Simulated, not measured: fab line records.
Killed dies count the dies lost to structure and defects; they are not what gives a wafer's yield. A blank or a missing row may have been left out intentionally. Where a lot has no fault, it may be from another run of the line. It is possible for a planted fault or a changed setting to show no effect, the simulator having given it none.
Commonality check across tools || flow rit_cmos || Sample size 14 lots and 42 wafers

WHY THIS WAS OPENED
Of 14 lots, 3 have the reading PSD_TW flagged at RIT_PSD_TW_MEAS_10. Wafers without a fault read 3416, standard deviation 14.
Rule: a lot gets a flag if all its wafers with a number sit over 4 standard deviations from that mean, or if no wafer of it has a number. All remaining lots are regarded as sound.

{"lot": "L544", "measured": "day 3 07:40", "on": "film_metro-02", "PSD_TW, wafer by wafer": "3409 3443 3409", "flag": ""}
{"lot": "L545", "measured": "day 3 10:31", "on": "film_metro-04", "PSD_TW, wafer by wafer": "3429 3416 3443", "flag": ""}
{"lot": "L546", "measured": "day 3 13:31", "on": "film_metro-02", "PSD_TW, wafer by wafer": "3413 3419 3418", "flag": ""}
{"lot": "L547", "measured": "day 3 21:24", "on": "film_metro-02", "PSD_TW, wafer by wafer": "3436 3429 3450", "flag": ""}
{"lot": "L548", "measured": "day 3 23:49", "on": "film_metro-03", "PSD_TW, wafer by wafer": "3402 3403 3396", "flag": ""}
{"lot": "L549", "measured": "day 4 06:17", "on": "film_metro-02", "PSD_TW, wafer by wafer": "3403 3422 3400", "flag": ""}
{"lot": "L550", "measured": "day 4 09:46", "on": "film_metro-03", "PSD_TW, wafer by wafer": "3438 3433 3431", "flag": ""}
{"lot": "L551", "measured": "day 4 14:49", "on": "film_metro-03", "PSD_TW, wafer by wafer": "3060 3051 3080", "flag": "FLAGGED"}
{"lot": "L553", "measured": "day 5 04:58", "on": "film_metro-03", "PSD_TW, wafer by wafer": "3070 3065 3063", "flag": "FLAGGED"}
{"lot": "L555", "measured": "day 5 16:23", "on": "film_metro-03", "PSD_TW, wafer by wafer": "3056 3058 3071", "flag": "FLAGGED"}
{"lot": "L561", "measured": "day 6 20:22", "on": "film_metro-04", "PSD_TW, wafer by wafer": "3411 3413 3425", "flag": ""}
{"lot": "L562", "measured": "day 7 00:18", "on": "film_metro-03", "PSD_TW, wafer by wafer": "3384 3376 3415", "flag": ""}
{"lot": "L564", "measured": "day 7 12:26", "on": "film_metro-02", "PSD_TW, wafer by wafer": "3438 3410 3432", "flag": ""}
{"lot": "L566", "measured": "day 7 19:09", "on": "film_metro-03", "PSD_TW, wafer by wafer": "3401 3396 3410", "flag": ""}
On average the flagged lots' numbers are 3064, which is -352 against the usual, or -25 standard deviations.

EACH LOT AND THE TOOL IT RAN ON
Before the reading, the record contains 2 process steps out of a 202-step route. Each cell gives the tool, then ch followed by the chambers the sampled wafers passed through, then the start.
{"lot": "L544", "flag": "", "RIT_ACTIVE_STRIP_14": "plasma_asher-04 ch 1, day 1 15:26", "RIT_PSD_IMPLANT_08": "implanter-01 ch 0, day 3 07:21"}
{"lot": "L545", "flag": "", "RIT_ACTIVE_STRIP_14": "plasma_asher-04 ch 0,1, day 1 22:24", "RIT_PSD_IMPLANT_08": "implanter-01 ch 0, day 3 10:11"}
{"lot": "L546", "flag": "", "RIT_ACTIVE_STRIP_14": "plasma_asher-02 ch 0,1, day 2 02:03", "RIT_PSD_IMPLANT_08": "implanter-03 ch 0, day 3 13:12"}
{"lot": "L547", "flag": "", "RIT_ACTIVE_STRIP_14": "plasma_asher-03 ch 0,1, day 2 07:15", "RIT_PSD_IMPLANT_08": "implanter-01 ch 0, day 3 21:04"}
{"lot": "L548", "flag": "", "RIT_ACTIVE_STRIP_14": "plasma_asher-03 ch 0,1, day 2 11:05", "RIT_PSD_IMPLANT_08": "implanter-01 ch 0, day 3 23:31"}
{"lot": "L549", "flag": "", "RIT_ACTIVE_STRIP_14": "plasma_asher-03 ch 0,1, day 2 17:07", "RIT_PSD_IMPLANT_08": "implanter-01 ch 0, day 4 05:59"}
{"lot": "L550", "flag": "", "RIT_ACTIVE_STRIP_14": "plasma_asher-02 ch 0,1, day 2 20:50", "RIT_PSD_IMPLANT_08": "implanter-01 ch 0, day 4 09:27"}
{"lot": "L551", "flag": "FLAGGED", "RIT_ACTIVE_STRIP_14": "plasma_asher-02 ch 0,1, day 3 02:36", "RIT_PSD_IMPLANT_08": "implanter-01 ch 0, day 4 14:31"}
{"lot": "L553", "flag": "FLAGGED", "RIT_ACTIVE_STRIP_14": "plasma_asher-04 ch 1, day 3 11:57", "RIT_PSD_IMPLANT_08": "implanter-01 ch 0, day 5 04:38"}
{"lot": "L555", "flag": "FLAGGED", "RIT_ACTIVE_STRIP_14": "plasma_asher-04 ch 0,1, day 3 23:40", "RIT_PSD_IMPLANT_08": "implanter-01 ch 0, day 5 16:03"}
{"lot": "L561", "flag": "", "RIT_ACTIVE_STRIP_14": "plasma_asher-02 ch 0,1, day 5 04:46", "RIT_PSD_IMPLANT_08": "implanter-03 ch 0, day 6 20:04"}
{"lot": "L562", "flag": "", "RIT_ACTIVE_STRIP_14": "plasma_asher-03 ch 0,1, day 5 10:53", "RIT_PSD_IMPLANT_08": "implanter-03 ch 0, day 6 23:58"}
{"lot": "L564", "flag": "", "RIT_ACTIVE_STRIP_14": "plasma_asher-04 ch 0,1, day 5 22:26", "RIT_PSD_IMPLANT_08": "implanter-03 ch 0, day 7 12:07"}
{"lot": "L566", "flag": "", "RIT_ACTIVE_STRIP_14": "plasma_asher-02 ch 0,1, day 6 05:43", "RIT_PSD_IMPLANT_08": "implanter-03 ch 0, day 7 18:52"}
What is done by these steps:
- RIT_ACTIVE_STRIP_14: strips in O2, time 180 s.
- RIT_PSD_IMPLANT_08
- RIT_PSD_TW_MEAS_10

FLAGGED OVER TOTAL, TOOL BY TOOL (the gauges that took the reading come last)
{"step": "RIT_ACTIVE_STRIP_14", "tool": "plasma_asher-02", "lots run": 5, "flagged": 1, "share of the flagged lots": "some", "sound lots run after its first flagged lot": "2 (L561,L566)"}
{"step": "RIT_ACTIVE_STRIP_14", "tool": "plasma_asher-03", "lots run": 4, "flagged": 0, "share of the flagged lots": "none", "sound lots run after its first flagged lot": "-"}
{"step": "RIT_ACTIVE_STRIP_14", "tool": "plasma_asher-04", "lots run": 5, "flagged": 2, "share of the flagged lots": "some", "sound lots run after its first flagged lot": "1 (L564)"}
{"step": "RIT_PSD_IMPLANT_08", "tool": "implanter-01", "lots run": 9, "flagged": 3, "share of the flagged lots": "all", "sound lots run after its first flagged lot": 0}
{"step": "RIT_PSD_IMPLANT_08", "tool": "implanter-03", "lots run": 5, "flagged": 0, "share of the flagged lots": "none", "sound lots run after its first flagged lot": "-"}
{"step": "RIT_PSD_TW_MEAS_10", "tool": "film_metro-02", "lots run": 5, "flagged": 0, "share of the flagged lots": "none", "sound lots run after its first flagged lot": "-"}
{"step": "RIT_PSD_TW_MEAS_10", "tool": "film_metro-03", "lots run": 7, "flagged": 3, "share of the flagged lots": "all", "sound lots run after its first flagged lot": "2 (L562,L566)"}
{"step": "RIT_PSD_TW_MEAS_10", "tool": "film_metro-04", "lots run": 2, "flagged": 0, "share of the flagged lots": "none", "sound lots run after its first flagged lot": "-"}

THE TABLE: WHAT IT ALLOWS
implanter-01 at RIT_PSD_IMPLANT_08 and film_metro-03 at RIT_PSD_TW_MEAS_10 are the 2 rows of the table that ran each flagged lot.
- implanter-01 at RIT_PSD_IMPLANT_08 ran 9 lots, 3 of them flagged. Its last sound lot is L550 (day 4 09:27), its first flagged lot L551 (day 4 14:31): a fault that began between those two fits. Its own readings lie more than 4 standard deviations out on every wafer of the flagged lots: dose_ions_cm2, faraday_current_uA.
- film_metro-03 at RIT_PSD_TW_MEAS_10 ran 7 lots, 3 of them flagged. After the first flagged lot (L562, L566), sound lots still ran on it; a lasting fault on the whole tool would not permit that.
Just one tool remains: implanter-01 at RIT_PSD_IMPLANT_08.

WHAT WAS PUT IN BY THE SIMULATOR
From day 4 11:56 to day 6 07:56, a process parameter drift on implanter-01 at RIT_PSD_IMPLANT_08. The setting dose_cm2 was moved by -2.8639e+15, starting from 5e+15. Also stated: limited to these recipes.
Lots struck among those shown: L551, L553, L555. The same result came from the rule above.
